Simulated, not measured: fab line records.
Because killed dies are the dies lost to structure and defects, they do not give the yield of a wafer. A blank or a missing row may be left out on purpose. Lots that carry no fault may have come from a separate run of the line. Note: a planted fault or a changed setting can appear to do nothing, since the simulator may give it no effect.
Which of the tools did it? :: flow berkeley_cmos170 :: Sampling: 7 lots, 21 wafers, 3 of 331 route steps

WHAT EACH GAUGE READ, for each wafer
UCB170_NLDD_TW_MEAS_11.
lot: L239
measured: day 8 10:55
on: film_metro-02
NLDD_TW: 2197 2194 2203

lot: L240
measured: day 8 11:46
on: film_metro-04
NLDD_TW: 2223 2213 2214

lot: L246
measured: day 9 16:44
on: film_metro-02
NLDD_TW: 2228 2224 2229

lot: L248
measured: day 10 06:44
on: film_metro-03
NLDD_TW: 30 30 30

lot: L250
measured: day 10 07:55
on: film_metro-03
NLDD_TW: 2179 2174 2181

lot: L259
measured: day 12 07:59
on: film_metro-04
NLDD_TW: 2217 2217 2228

lot: L260
measured: day 12 21:20
on: film_metro-02
NLDD_TW: 2230 2224 2229

WHAT TOOL EACH LOT RAN ON (gives the tool, then ch and the chambers of the sampled wafers, and finally the start)
lot: L239
UCB170_PLDD_STRIP_10: plasma_asher-03 ch 0,1, day 8 08:56
UCB170_NLDD_STRIP_10: plasma_asher-04 ch 0,1, day 8 10:49

lot: L240
UCB170_PLDD_STRIP_10: plasma_asher-03 ch 0,1, day 8 09:41
UCB170_NLDD_STRIP_10: plasma_asher-03 ch 0,1, day 8 11:40

lot: L246
UCB170_PLDD_STRIP_10: plasma_asher-01 ch 0, day 9 14:41
UCB170_NLDD_STRIP_10: plasma_asher-03 ch 0,1, day 9 16:37

lot: L248
UCB170_PLDD_STRIP_10: plasma_asher-03 ch 0,1, day 10 04:51
UCB170_NLDD_STRIP_10: plasma_asher-02 ch 0,1, day 10 06:38

lot: L250
UCB170_PLDD_STRIP_10: plasma_asher-04 ch 0,1, day 10 05:17
UCB170_NLDD_STRIP_10: plasma_asher-02 ch 0,1, day 10 07:48

lot: L259
UCB170_PLDD_STRIP_10: plasma_asher-01 ch 0,1, day 12 06:08
UCB170_NLDD_STRIP_10: plasma_asher-02 ch 0,1, day 12 07:54

lot: L260
UCB170_PLDD_STRIP_10: plasma_asher-04 ch 0,1, day 12 18:30
UCB170_NLDD_STRIP_10: plasma_asher-04 ch 0,1, day 12 21:14
- UCB170_PLDD_STRIP_10: strips in O2.
- UCB170_NLDD_STRIP_10: strips in O2.

THE ANSWER, worked out from the rows above alone
Rule: usual is defined by the lots themselves. Put in order of their means at a reading, lots are off if they are a third of the lots or fewer, leave a main group of 4 or more, and stand apart from it by a gap of 3 or more times the standard deviation of the main group's means; of several such gaps the widest counts. A main group whose means are all the same, to the digits that the tables above print for the reading, isn't used. Also off: a lot with no number at a reading for which 4 or more lots have one. The other lots that the step has rows for count as sound.
Off: at UCB170_NLDD_TW_MEAS_11 (NLDD_TW), L248. The main group: mean 2211, standard deviation 18.
A tool fits if, at a process step before that reading, it ran every lot that is off, and no sound lot after the first of them. Those tools and the gauges at UCB170_NLDD_TW_MEAS_11 are tried in the same way. One fits: plasma_asher-03 at UCB170_PLDD_STRIP_10. Its last sound lot is L240 (day 8 09:41), its first lot that is off L248 (day 10 04:51): a fault that began between those two fits.

WHAT HAD BEEN PUT IN BY THE SIMULATOR
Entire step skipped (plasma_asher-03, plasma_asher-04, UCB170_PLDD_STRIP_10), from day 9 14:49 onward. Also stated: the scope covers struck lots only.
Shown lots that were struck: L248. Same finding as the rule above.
